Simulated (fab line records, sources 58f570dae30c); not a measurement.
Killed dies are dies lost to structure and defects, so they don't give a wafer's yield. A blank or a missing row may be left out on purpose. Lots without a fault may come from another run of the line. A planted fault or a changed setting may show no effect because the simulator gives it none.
Which tool did it? | flow berkeley_cmos170 | 15 lots, 45 wafers sampled, at 2 steps of a route of 331

WHAT THE GAUGES READ, wafer by wafer
UCB170_SDANNEAL_RS_MEAS_04: measures by four-point-probe.
lot  | measured     | on            | PLDD_RS (ohm/sq)
L211 | day 8 09:56  | film_metro-01 | 1031.2 1031.7 1028.4
L213 | day 8 19:30  | film_metro-01 | 1030.5 1027.1 1030.0
L215 | day 8 18:33  | film_metro-03 | 1033.8 1034.8 1032.6
L217 | day 8 21:37  | film_metro-04 | 1034.7 1032.3 1034.4
L218 | day 9 17:45  | film_metro-04 | 1027.5 1029.2 1031.6
L219 | day 9 17:33  | film_metro-01 | 1032.1 1028.8 1028.6
L220 | day 9 18:07  | film_metro-01 | 1029.5 1030.0 1032.0
L221 | day 10 03:01 | film_metro-04 | 1030.6 1031.4 1034.8
L223 | day 10 07:48 | film_metro-04 | 1029.3 1028.6 1032.8
L224 | day 10 08:04 | film_metro-03 | 1032.2 1029.2 1031.6
L225 | day 11 08:43 | film_metro-03 | 1088.7 1088.5 1089.1
L226 | day 11 07:49 | film_metro-04 | 1083.7 1086.2 1087.0
L227 | day 11 08:26 | film_metro-04 | 1090.4 1090.4 1089.8
L228 | day 12 00:21 | film_metro-01 | 1036.9 1032.8 1031.7
L230 | day 12 00:40 | film_metro-04 | 1029.1 1027.1 1026.0

WHICH TOOL RAN EACH LOT (tool, then ch and the chambers of the sampled wafers, then the start)
lot  | UCB170_SPACER_ANNEAL_02
L211 | furnace-02 ch 0, day 7 21:59
L213 | furnace-01 ch 0, day 8 05:41
L215 | furnace-01 ch 0, day 8 05:41
L217 | furnace-02 ch 0, day 8 15:08
L218 | furnace-02 ch 0, day 9 06:55
L219 | furnace-02 ch 0, day 9 06:55
L220 | furnace-02 ch 0, day 9 06:55
L221 | furnace-04 ch 0, day 9 20:24
L223 | furnace-04 ch 0, day 10 02:00
L224 | furnace-04 ch 0, day 10 02:00
L225 | furnace-04 ch 0, day 11 00:40
L226 | furnace-04 ch 0, day 11 00:40
L227 | furnace-04 ch 0, day 11 00:40
L228 | furnace-01 ch 0, day 11 14:00
L230 | furnace-01 ch 0, day 11 14:00
- UCB170_SPACER_ANNEAL_02: time 1800 s.

WHAT THE TOOLS THEMSELVES READ (means of the sampled wafers that have a number; where no wafer has one, the mark that the record gives instead)
UCB170_SPACER_ANNEAL_02.
lot  | tool       | spike_tc_centre_C (C) | spike_tc_load_C (C) | spike_tc_source_C (C) | tube_center_temp_C (C) | tube_center_temp_C_max
L211 | furnace-02 | 902.5                 | 926.3               | 925.1                 | 900                    | 902.7
L213 | furnace-01 | 902.2                 | 926.7               | 921.1                 | 900                    | 902.2
L215 | furnace-01 | 901.6                 | 925.9               | 920.3                 | 900                    | 902.3
L217 | furnace-02 | 901.7                 | 925.9               | 924.1                 | 900                    | 901.8
L218 | furnace-02 | 903.0                 | 925.1               | 924.9                 | 900                    | 902.5
L219 | furnace-02 | 902.2                 | 925.5               | 924.1                 | 900                    | 902.4
L220 | furnace-02 | 902.6                 | 924.7               | 924.5                 | 900                    | 901.9
L221 | furnace-04 | 902.0                 | 920.4               | 922.4                 | 900                    | 902.5
L223 | furnace-04 | 901.7                 | 920.8               | 922.6                 | 900                    | 901.9
L224 | furnace-04 | 902.1                 | 920.4               | 923.8                 | 900                    | 902.1
L225 | furnace-04 | 885.6                 | 905.2               | 908.9                 | 885                    | 887.3
L226 | furnace-04 | 887.4                 | 905.5               | 909.1                 | 885                    | 887.2
L227 | furnace-04 | 887.1                 | 905.0               | 908.4                 | 885                    | 887.3
L228 | furnace-01 | 902.2                 | 927.1               | 920.6                 | 900                    | 902.4
L230 | furnace-01 | 902.8                 | 926.3               | 921.4                 | 900                    | 902.5

THE ANSWER, worked out from the rows above alone
Rule: what is usual is taken from the lots themselves. Put in order of their means at a reading, lots are off if they are a third of the lots or fewer, leave a main group of 4 or more, and stand apart from it by a gap of 3 or more times the standard deviation of the main group's means; of several such gaps the widest counts. A main group whose means are all the same, to the digits that the tables above print for the reading, isn't used. A lot without any number at a reading at which 4 lots or more have one is off too. The other lots that the step has rows for count as sound. The gauges are gone through in route order, then the tools' own readings, and for those a lot's mean is taken as printed above. The first step at which some lot is off is used, and at that step the reading that is off furthest; a lot without a number counts as furthest.
Off: L225, L226, L227, at UCB170_SDANNEAL_RS_MEAS_04 (PLDD_RS). The main group: mean 1031.0 ohm/sq, standard deviation 2.
A tool fits if, at a process step before that reading, it ran every lot that is off, and no sound lot after the first of them. The gauges at UCB170_SDANNEAL_RS_MEAS_04 aren't tried: what is off there is off at UCB170_SPACER_ANNEAL_02 too, on other tools, and a gauge's error can't cause that. One fits: furnace-04 at UCB170_SPACER_ANNEAL_02. Its last sound lot is L223 (day 10 02:00), its first lot that is off L225 (day 11 00:40): a fault that began between those two fits.
The tool's own readings at UCB170_SPACER_ANNEAL_02 bear it out: on the lots that are off they differ by more than 5 times the standard deviation of the sound lots' means. spike_tc_centre_C reads 886.7 C there against 902.2 C on the sound lots; spike_tc_load_C reads 905.2 C there against 924.6 C on the sound lots; spike_tc_source_C reads 908.8 C there against 922.9 C on the sound lots; tube_center_temp_C reads 885 C there against 900 C on the sound lots; tube_center_temp_C_max reads 887.3 there against 902.3 on the sound lots.

WHAT THE SIMULATOR HAD PUT IN
Process parameter drift: furnace-04, from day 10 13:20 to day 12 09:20, at UCB170_SPACER_ANNEAL_02. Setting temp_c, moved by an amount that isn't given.
Lots struck among those shown: L226, L227, L225. The rule above found the same.
